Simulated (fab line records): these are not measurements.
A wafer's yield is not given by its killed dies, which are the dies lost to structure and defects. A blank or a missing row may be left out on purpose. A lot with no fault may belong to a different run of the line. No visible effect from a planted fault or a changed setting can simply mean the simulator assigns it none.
fab line records	flow rit_cmos
[record] lots = 14	wafers = 42	last_day = 7
route steps=202 shown PRETRO@70 GATE@96 PLDD@119 NSD@137 M1@202
lots untouched by any fault: they come from a run of this same line in which no faults occurred
start_h: hours from the record's first day to the start of the lot's first wafer shown	wait_h: hours elapsed since this lot's preceding step	" as in the row above	L1.1+2: one row covering several wafers at once	- value missing, or start not given	* or withheld: withheld	< > ~ a bound
route shown NAME@n: NAME is a module with steps in the file, n the number in the route of the first one	usual: mean/standard deviation of fault-free wafers	same: alike in all rows	chamber/n: place in a boat	sites: per-site readings	_std_site: the values' standard deviation	_edge_site: outer sites' mean less inner sites'	radius_mm: how far each site lies from the wafer's centre	mask NAME#n: copy n	behind: the tool/chamber that last shaped the wafer	hold: the reason the lot was held/the length of the hold in hours/how it ended	device: whichever transistor did not switch (one of n, p or np)	end of line: the route-end tests of the same wafers	step lacking rows: just its recipe	killed: at the first sort, the dies lost to defects and structure; wafer yield is something else	map: a wafer's dies, x killed, . not, _ none there
set.NAME: the setting the step ran with; set.NAME@STEP: the setting that earlier step ran with	model.NAME: the simulator's own value behind a step, which no gauge read
a sample of lots followed through the steps of the route, with each step as a table and each wafer as a row
services: when a tool's chamber went out of use (start_h, in hours from the record's first day, below 0 if earlier), for how many hours, and the reason
[[steps]]
[step RIT_PRETRO_OVL_MEAS_06]
[usual] PRETRO_OVL = -0.6/1.5
lot.wafer	tool	chamber	start_h	wait_h	PRETRO_OVL[nm]
L568.2	overlay-02	-	49.77	-	-1.5
L568.3	"	-	"	"	-2.5
L568.6	"	-	"	"	-2.3
L569.3	overlay-02	-	50.36	-	0.0
L569.5	"	-	"	"	-1.0
L569.6	"	-	"	"	-1.4
L570.2	overlay-02	-	55.32	-	-2.4
L570.5	"	-	"	"	-0.8
L570.6	"	-	"	"	-1.3
L572.2	overlay-01	-	61.98	-	-0.1
L572.3	"	-	"	"	0.7
L572.6	"	-	"	"	1.5
L573.3	overlay-01	-	67.09	-	1.9
L573.4	"	-	"	"	-1.1
L573.5	"	-	"	"	0.0
L574.2	overlay-01	-	71.20	-	-2.9
L574.4	"	-	"	"	-0.7
L574.6	"	-	"	"	-1.1
L575.1	overlay-02	-	75.54	-	-3.2
L575.4	"	-	"	"	-3.5
L575.5	"	-	"	"	-1.3
L577.1	overlay-02	-	91.92	-	-0.6
L577.2	"	-	"	"	-1.0
L577.6	"	-	"	"	1.2
L579.2	overlay-01	-	96.83	-	1.6
L579.3	"	-	"	"	1.7
L579.5	"	-	"	"	2.0
L584.2	overlay-02	-	121.73	-	-1.9
L584.3	"	-	"	"	-1.7
L584.6	"	-	"	"	-1.0
L586.1	overlay-02	-	132.86	-	2.6
L586.3	"	-	"	"	-0.7
L586.6	"	-	"	"	0.4
L587.2	overlay-02	-	137.87	-	0.3
L587.4	"	-	"	"	-0.8
L587.5	"	-	"	"	1.5
L588.2	overlay-02	-	146.27	-	-0.8
L588.4	"	-	"	"	-0.1
L588.6	"	-	"	"	-1.2
L589.1	overlay-01	-	147.70	-	-0.5
L589.4	"	-	"	"	-0.3
L589.6	"	-	"	"	0.6
[step RIT_GATE_STRIP_20]
[recipe] chemistry = O2	time_s = 180	resist = NOVOLAK	platen_temp_c = withheld	power_w = 500	pressure_mtorr = 4000	o2_flow_sccm = 4000
[usual] drypump_motor_current_A = 6.0/0.39
lot.wafer	tool	chamber	start_h	wait_h	drypump_motor_current_A	rf_hours_counter_h
L568.2	plasma_asher-03	1	56.68	0.1	5.6	39
L568.3	"	0	"	"	6.5	-
L568.6	"	1	"	"	5.6	-
L569.3	plasma_asher-02	1	56.90	0.1	6.4	-
L569.5	"	0	"	"	6.1	-
L569.6	"	1	"	"	6.4	-
L570.2	plasma_asher-03	0	61.83	0.1	6.5	39
L570.5	"	0	"	"	6.5	-
L570.6	"	1	"	"	5.6	-
L572.2	plasma_asher-03	0	69.53	0.1	6.5	40
L572.3	"	1	"	"	5.6	-
L572.6	"	0	"	"	6.5	-
L573.3	plasma_asher-04	1	72.90	0.1	5.4	-
L573.4	"	0	"	"	6.1	-
L573.5	"	0	"	"	6.0	-
L574.2	plasma_asher-02	0	76.92	0.1	6.1	29
L574.4	"	0	"	"	6.1	-
L574.6	"	1	"	"	6.4	-
L575.1	plasma_asher-03	0	81.99	0.1	6.5	42
L575.4	"	0	"	"	6.5	-
L575.5	"	1	"	"	5.6	-
L577.1	plasma_asher-02	1	97.71	0.1	6.4	31
L577.2	"	0	"	"	6.2	31
L577.6	"	1	"	"	6.4	-
L579.2	plasma_asher-04	1	103.11	0.1	5.4	46
L579.3	"	0	"	"	6.1	-
L579.5	"	0	"	"	6.1	-
L584.2	plasma_asher-04	0	129.36	0.1	6.0	1
L584.3	"	0	"	"	6.0	-
L584.6	"	1	"	"	5.4	-
L586.1	plasma_asher-02	0	138.36	0.1	6.1	37
L586.3	"	0	"	"	6.1	-
L586.6	"	0	"	"	6.1	-
L587.2	plasma_asher-03	0	143.53	0.1	6.4	49
L587.4	"	1	"	"	5.6	-
L587.5	"	0	"	"	6.5	-
L588.2	plasma_asher-03	1	151.80	0.1	5.6	50
L588.4	"	1	"	"	5.6	-
L588.6	"	1	"	"	5.6	-
L589.1	plasma_asher-02	0	153.35	0.1	6.1	38
L589.4	"	0	"	"	6.1	-
L589.6	"	0	"	"	6.1	-
[step RIT_PLDD_DEVELOP_05]
[recipe] resist = NOVOLAK	develop_time_s = 50	dev_temp_c = 23
[usual] chill_plate_temp_C = 23.01/0.11	developer_temp_C = 23.01/0.11
lot.wafer	tool	chamber	start_h	wait_h	chill_plate_temp_C	developer_temp_C
L568.2	litho_track-03	0	63	-	23.18	23.02
L568.3	"	0	"	"	22.96	23.01
L568.6	"	0	"	"	23.00	23.11
L569.3	litho_track-01	0	63	-	22.83	22.97
L569.5	"	0	"	"	23.06	23.02
L569.6	"	0	"	"	23.11	23.01
L570.2	litho_track-02	0	67	-	23.11	22.92
L570.5	"	0	"	"	23.09	22.96
L570.6	"	0	"	"	22.90	22.89
L572.2	litho_track-01	0	75	-	23.00	22.97
L572.3	"	0	"	"	22.92	22.95
L572.6	"	0	"	"	22.84	22.88
L573.3	litho_track-03	0	80	-	22.93	22.87
L573.4	"	0	"	"	22.96	22.99
L573.5	"	0	"	"	22.91	22.93
L574.2	litho_track-01	0	83	-	23.02	23.05
L574.4	"	0	"	"	22.91	23.21
L574.6	"	0	"	"	23.17	23.18
L575.1	litho_track-01	0	87	-	22.95	22.21
L575.4	"	0	"	"	22.91	22.05
L575.5	"	0	"	"	22.88	22.00
L577.1	litho_track-03	0	103	-	23.03	23.22
L577.2	"	0	"	"	23.23	23.07
L577.6	"	0	"	"	23.04	23.15
L579.2	litho_track-01	0	108	-	23.00	22.19
L579.3	"	0	"	"	22.81	22.09
L579.5	"	0	"	"	22.88	21.93
L584.2	litho_track-03	0	135	-	23.18	23.03
L584.3	"	0	"	"	23.22	23.04
L584.6	"	0	"	"	23.14	23.26
L586.1	litho_track-03	0	144	-	23.08	23.01
L586.3	"	0	"	"	23.10	23.00
L586.6	"	0	"	"	22.86	23.02
L587.2	litho_track-03	0	149	-	23.18	22.94
L587.4	"	0	"	"	23.02	23.02
L587.5	"	0	"	"	23.11	22.90
L588.2	litho_track-03	0	158	-	22.95	23.06
L588.4	"	0	"	"	22.91	22.94
L588.6	"	0	"	"	22.95	22.98
L589.1	litho_track-02	0	158	-	22.96	23.00
L589.4	"	0	159	-	23.00	22.98
L589.6	"	0	"	"	22.89	22.95
[step RIT_NSD_OVL_MEAS_06]
[usual] NSD_OVL = 0.1/1.4
lot.wafer	tool	chamber	start_h	wait_h	NSD_OVL[nm]
L569.3	overlay-02	-	67.66	-	2.1
L569.5	"	-	"	"	1.0
L569.6	"	-	"	"	2.3
L568.2	overlay-02	-	68.25	-	1.2
L568.3	"	-	"	"	0.0
L568.6	"	-	"	"	0.8
L570.2	overlay-02	-	71.62	-	1.4
L570.5	"	-	"	"	1.4
L570.6	"	-	"	"	2.1
L572.2	overlay-01	-	79.39	-	-1.6
L572.3	"	-	"	"	-1.0
L572.6	"	-	"	"	-0.9
L573.3	overlay-02	-	85.15	-	0.2
L573.4	"	-	"	"	-1.3
L573.5	"	-	"	"	-0.4
L574.2	overlay-01	-	88.68	-	-0.7
L574.4	"	-	"	"	-0.8
L574.6	"	-	"	"	-2.0
L575.1	overlay-02	-	92.13	-	0.4
L575.4	"	-	"	"	0.2
L575.5	"	-	"	"	1.1
L577.1	overlay-01	-	107.74	-	-0.4
L577.2	"	-	"	"	-0.7
L577.6	"	-	"	"	0.2
L579.2	overlay-02	-	113.12	-	-1.0
L579.3	"	-	"	"	-1.3
L579.5	"	-	"	"	1.2
L584.2	overlay-01	-	139.12	-	2.1
L584.3	"	-	"	"	0.3
L584.6	"	-	"	"	0.6
L586.1	overlay-02	-	148.49	-	-0.8
L586.3	"	-	"	"	0.9
L586.6	"	-	"	"	0.7
L587.2	overlay-01	-	153.46	-	-2.3
L587.4	"	-	"	"	-1.3
L587.5	"	-	"	"	-1.4
L588.2	overlay-01	-	162.47	-	0.0
L588.4	"	-	"	"	-2.4
L588.6	"	-	"	"	0.2
L589.1	overlay-02	-	163.16	-	-1.4
L589.4	"	-	"	"	-0.4
L589.6	"	-	"	"	-1.0
[step RIT_M1_PROBE_99]
[usual] killed_at_M0_to_M3 = 0.0/0.12	killed_at_contacts = 0.1/0.25	killed_at_front_end = 8/3.3	killed_dies = 8/3.3	killed_open = 3.9/2.1	killed_short = 3.8/2.2
[same] gross_dies = 264	killed_at_M4_up = 0	killed_at_back_side = 0	killed_at_other = 0
lot.wafer	tool	chamber	start_h	wait_h	killed_at_M0_to_M3	killed_at_contacts	killed_at_front_end	killed_dies	killed_open	killed_short
L568.2	prober-02	-	79.51	0.1	0	0	6	6	5	1
L568.3	prober-02	-	79.56	0.2	0	0	8	8	4	4
L568.6	prober-02	-	79.71	0.2	0	0	9	9	4	5
L569.3	prober-01	-	79.56	0.2	0	0	6	6	3	3
L569.5	prober-01	-	79.66	0.2	0	0	4	4	0	4
L569.6	prober-01	-	79.71	0.2	0	0	6	6	3	3
L570.2	prober-02	-	81.73	0.1	0	0	9	9	5	4
L570.5	prober-02	-	81.88	0.2	0	0	13	13	7	6
L570.6	prober-02	-	81.93	0.2	0	0	17	17	7	10
L572.2	prober-01	-	91.97	0.1	0	0	14	14	5	9
L572.3	prober-01	-	92.02	0.2	0	0	14	14	7	7
L572.6	prober-01	-	92.17	0.2	0	1	10	11	7	4
L573.3	prober-01	-	96.04	0.2	0	0	6	6	5	1
L573.4	prober-01	-	96.09	0.2	0	0	3	3	2	1
L573.5	prober-01	-	96.14	0.2	0	0	5	5	5	0
L574.2	prober-02	-	98.75	0.1	0	0	8	8	3	5
L574.4	prober-02	-	98.85	0.2	0	0	3	3	1	2
L574.6	prober-02	-	98.95	0.2	0	0	11	11	7	4
L575.1	prober-01	-	103.67	0.1	0	0	6	6	2	4
L575.4	prober-01	-	103.82	0.2	0	0	7	7	3	4
L575.5	prober-01	-	103.87	0.2	0	0	8	8	5	3
L577.1	prober-01	-	118.67	0.1	0	0	9	9	6	3
L577.2	prober-01	-	118.72	0.1	0	0	8	8	2	6
L577.6	prober-01	-	118.92	0.2	0	0	12	12	4	8
L579.2	prober-01	-	123.58	0.1	0	0	6	6	4	2
L579.3	prober-01	-	123.63	0.2	0	0	6	6	5	1
L579.5	prober-01	-	123.73	0.2	0	0	3	3	0	3
L584.2	prober-02	-	149.39	0.1	0	0	7	7	4	3
L584.3	prober-02	-	149.44	0.2	1	0	3	4	2	2
L584.6	prober-02	-	149.59	0.2	0	1	13	14	8	6
L586.1	prober-02	-	158.80	0.1	0	0	6	6	6	0
L586.3	prober-02	-	158.90	0.2	0	0	13	13	4	9
L586.6	prober-02	-	159.05	0.2	0	0	3	3	3	0
L587.2	prober-01	-	163.74	0.1	0	0	4	4	1	3
L587.4	prober-01	-	163.84	0.2	0	0	10	10	4	6
L587.5	prober-01	-	163.89	0.2	0	0	8	8	5	3
L588.2	prober-02	-	173.79	0.1	0	0	10	10	3	6
L588.4	prober-02	-	173.89	0.2	0	0	11	11	5	6
L588.6	prober-02	-	173.99	0.2	0	0	10	10	4	6
L589.1	prober-01	-	175.24	0.1	0	0	1	1	1	0
L589.4	prober-01	-	175.39	0.2	0	0	7	7	5	2
L589.6	prober-01	-	175.49	0.2	0	0	7	7	4	2
// killed by level:class
L568.2 GATE:geometric_particle:open=2 SILICIDE:geometric_particle:open=2 FOX1:geometric_particle:open=1 GATE:geometric_particle:short=1
L568.3 FOX1:geometric_particle:short=2 GATE:geometric_particle:short=2 FOX1:geometric_particle:open=1 FOX2:geometric_particle:open=1 GATE:geometric_particle:open=1 REOX:geometric_particle:open=1
L569.3 SPACER:geometric_particle:short=2 GATE:geometric_particle:open=1 GATE:geometric_particle:short=1 REOX:geometric_particle:open=1 SILICIDE:geometric_particle:open=1
L569.5 SPACER:geometric_particle:short=2 GATE:geometric_particle:short=1 SILICIDE:geometric_particle:short=1
L568.6 GATE:geometric_particle:short=3 GATE:geometric_particle:open=2 SILICIDE:geometric_particle:open=2 FOX1:geometric_particle:short=1 REOX:geometric_particle:short=1
L569.6 GATE:geometric_particle:open=2 REOX:geometric_particle:short=2 REOX:geometric_particle:open=1 SILICIDE:geometric_particle:short=1
L570.2 GATE:geometric_particle:open=3 GATE:geometric_particle:short=2 FOX2:geometric_particle:short=1 FOX2:geometric_particle:open=1 SPACER:geometric_particle:short=1 SILICIDE:geometric_particle:open=1
L570.5 GATE:geometric_particle:short=4 GATE:geometric_particle:open=3 SPACER:geometric_particle:open=3 FOX1:geometric_particle:open=1 FOX1:geometric_particle:short=1 SILICIDE:geometric_particle:short=1
L570.6 GATE:geometric_particle:short=5 FOX1:geometric_particle:short=3 GATE:geometric_particle:open=3 SPACER:geometric_particle:open=3 SILICIDE:geometric_particle:short=2 SILICIDE:geometric_particle:open=1
L572.2 GATE:geometric_particle:short=5 GATE:geometric_particle:open=3 FOX1:geometric_particle:short=2 REOX:geometric_particle:open=2 REOX:geometric_particle:short=1 SPACER:geometric_particle:short=1
L572.3 GATE:geometric_particle:open=3 REOX:geometric_particle:open=3 FOX1:geometric_particle:short=2 REOX:geometric_particle:short=2 ACTIVE:geometric_particle:short=1 FOX1:geometric_particle:open=1 GATE:geometric_particle:short=1 SILICIDE:geometric_particle:short=1
L572.6 SILICIDE:geometric_particle:open=3 FOX1:geometric_particle:short=2 FOX1:geometric_particle:open=2 GATE:geometric_particle:open=2 REOX:geometric_particle:short=1 CONTACT:geometric_particle:short=1
L573.3 GATE:geometric_particle:open=2 FOX1:geometric_particle:short=1 FOX1:geometric_particle:open=1 REOX:geometric_particle:open=1 SPACER:geometric_particle:open=1
L573.4 GATE:geometric_particle:open=1 SPACER:geometric_particle:short=1 SPACER:geometric_particle:open=1
L573.5 GATE:geometric_particle:open=2 FOX2:geometric_particle:open=1 REOX:geometric_particle:open=1 SILICIDE:geometric_particle:open=1
L574.2 SPACER:geometric_particle:short=2 FOX1:geometric_particle:short=1 FOX1:geometric_particle:open=1 FOX2:geometric_particle:open=1 GATE:geometric_particle:open=1 GATE:geometric_particle:short=1 REOX:geometric_particle:short=1
L574.4 FOX1:geometric_particle:short=1 GATE:geometric_particle:short=1 SPACER:geometric_particle:open=1
L574.6 FOX1:geometric_particle:open=3 GATE:geometric_particle:open=2 REOX:geometric_particle:open=2 FOX1:geometric_particle:short=1 GATE:geometric_particle:short=1 REOX:geometric_particle:short=1 SPACER:geometric_particle:short=1
L575.1 GATE:geometric_particle:open=2 GATE:geometric_particle:short=2 SPACER:geometric_particle:short=2
L575.4 SPACER:geometric_particle:short=2 SILICIDE:geometric_particle:open=2 FOX1:geometric_particle:short=1 FOX2:geometric_particle:open=1 FOX2:geometric_particle:short=1
L575.5 FOX1:geometric_particle:short=2 FOX1:geometric_particle:open=2 SPACER:geometric_particle:open=2 FOX2:geometric_particle:short=1 SILICIDE:geometric_particle:open=1
L577.1 FOX2:geometric_particle:short=2 GATE:geometric_particle:open=2 SPACER:geometric_particle:open=2 SILICIDE:geometric_particle:open=2 GATE:geometric_particle:short=1
L577.2 SILICIDE:geometric_particle:short=3 GATE:geometric_particle:short=2 FOX2:geometric_particle:short=1 GATE:geometric_particle:open=1 SILICIDE:geometric_particle:open=1
L577.6 GATE:geometric_particle:short=5 SPACER:geometric_particle:open=4 REOX:geometric_particle:short=1 SPACER:geometric_particle:short=1 SILICIDE:geometric_particle:short=1
L579.2 SILICIDE:geometric_particle:open=2 FOX1:geometric_particle:open=1 GATE:geometric_particle:open=1 GATE:geometric_particle:short=1 REOX:geometric_particle:short=1
L579.3 GATE:geometric_particle:open=2 REOX:geometric_particle:open=2 GATE:geometric_particle:short=1 SILICIDE:geometric_particle:open=1
L579.5 FOX1:geometric_particle:short=1 FOX2:geometric_particle:short=1 REOX:geometric_particle:short=1
L584.2 SPACER:geometric_particle:open=3 GATE:geometric_particle:short=1 GATE:geometric_particle:open=1 REOX:geometric_particle:short=1 SPACER:geometric_particle:short=1
L584.3 GATE:geometric_particle:short=1 SPACER:geometric_particle:short=1 SILICIDE:geometric_particle:open=1 M1:geometric_particle:open=1
L584.6 GATE:geometric_particle:open=4 FOX1:geometric_particle:open=2 FOX1:geometric_particle:short=1 FOX2:geometric_particle:short=1 GATE:geometric_particle:short=1 REOX:geometric_particle:short=1 SPACER:geometric_particle:open=1 SPACER:geometric_particle:short=1
L586.1 GATE:geometric_particle:open=4 REOX:geometric_particle:open=1 SPACER:geometric_particle:open=1
L586.3 GATE:geometric_particle:short=5 GATE:geometric_particle:open=2 SILICIDE:geometric_particle:short=2 FOX1:geometric_particle:short=1 FOX2:geometric_particle:open=1 SPACER:geometric_particle:short=1 SILICIDE:geometric_particle:open=1
L586.6 GATE:geometric_particle:open=2 REOX:geometric_particle:open=1
L587.2 GATE:geometric_particle:short=2 GATE:geometric_particle:open=1 SILICIDE:geometric_particle:short=1
L587.4 SILICIDE:geometric_particle:short=4 GATE:geometric_particle:open=2 REOX:geometric_particle:open=2 FOX2:geometric_particle:short=1 GATE:geometric_particle:short=1
L587.5 SILICIDE:geometric_particle:open=2 FOX2:geometric_particle:open=1 FOX2:geometric_particle:short=1 GATE:geometric_particle:open=1 GATE:geometric_particle:short=1 REOX:geometric_particle:open=1 SILICIDE:geometric_particle:short=1
L588.2 GATE:geometric_particle:short=4 REOX:geometric_particle:short=2 GATE:geometric_particle:open=1 REOX:geometric_particle:open=1 SPACER:geometric_particle:open=1 PWELL:coat_microbubble_printed=1
L588.4 GATE:geometric_particle:short=3 FOX1:geometric_particle:open=2 FOX2:geometric_particle:short=2 FOX1:geometric_particle:short=1 FOX2:geometric_particle:open=1 GATE:geometric_particle:open=1 SILICIDE:geometric_particle:open=1
L588.6 GATE:geometric_particle:short=2 GATE:geometric_particle:open=2 SILICIDE:geometric_particle:short=2 FOX1:geometric_particle:open=1 FOX2:geometric_particle:short=1 SPACER:geometric_particle:short=1 SILICIDE:geometric_particle:open=1
L589.1 GATE:geometric_particle:open=1
L589.4 GATE:geometric_particle:open=3 FOX1:geometric_particle:open=1 FOX2:geometric_particle:short=1 GATE:geometric_particle:short=1 REOX:geometric_particle:open=1
L589.6 FOX1:geometric_particle:short=2 FOX1:geometric_particle:open=2 GATE:geometric_particle:open=2 GATE:coat_microbubble_printed=1
[[services]]
tool	chamber	start_h	hours	kind
plasma_asher-03	-	99.70	4.1	repair
plasma_asher-04	-	108.75	9.0	pm
plasma_asher-04	0	108.75	9.0	vent_cycle
plasma_asher-04	1	108.75	9.0	vent_cycle
plasma_asher-04	0	117.75	-	clean
plasma_asher-04	1	117.75	-	clean
[[key]]
[first_sign] step = RIT_PLDD_DEVELOP_05	reading = developer_temp_C	direction = down	sigmas = 8.7	usual = *	struck = *
effect none on later readings
met_at RIT_PLDD_DEVELOP_05
struck_lots L575,L579
tester_left_out L575,L579
not_acting_at RIT_PRETRO_OVL_MEAS_06,RIT_GATE_STRIP_20,RIT_NSD_OVL_MEAS_06
onset_between 83 87
[fault] kind = process_parameter_drift	tool = litho_track-01	chamber = -	onset_h = 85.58	steps = RIT_PLDD_DEVELOP_05	channel = dev_temp_c	offset = *	shape = step	end_h = 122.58	acts_in = *	stated = *
// tester_left_out: of these lots the tester's yield and bins aren't shown, on N5 and GAA mostly nor the transistor test; their killed dies are dies lost to structure and defects alone, not to doping, threshold or leakage, so they don't give the yield
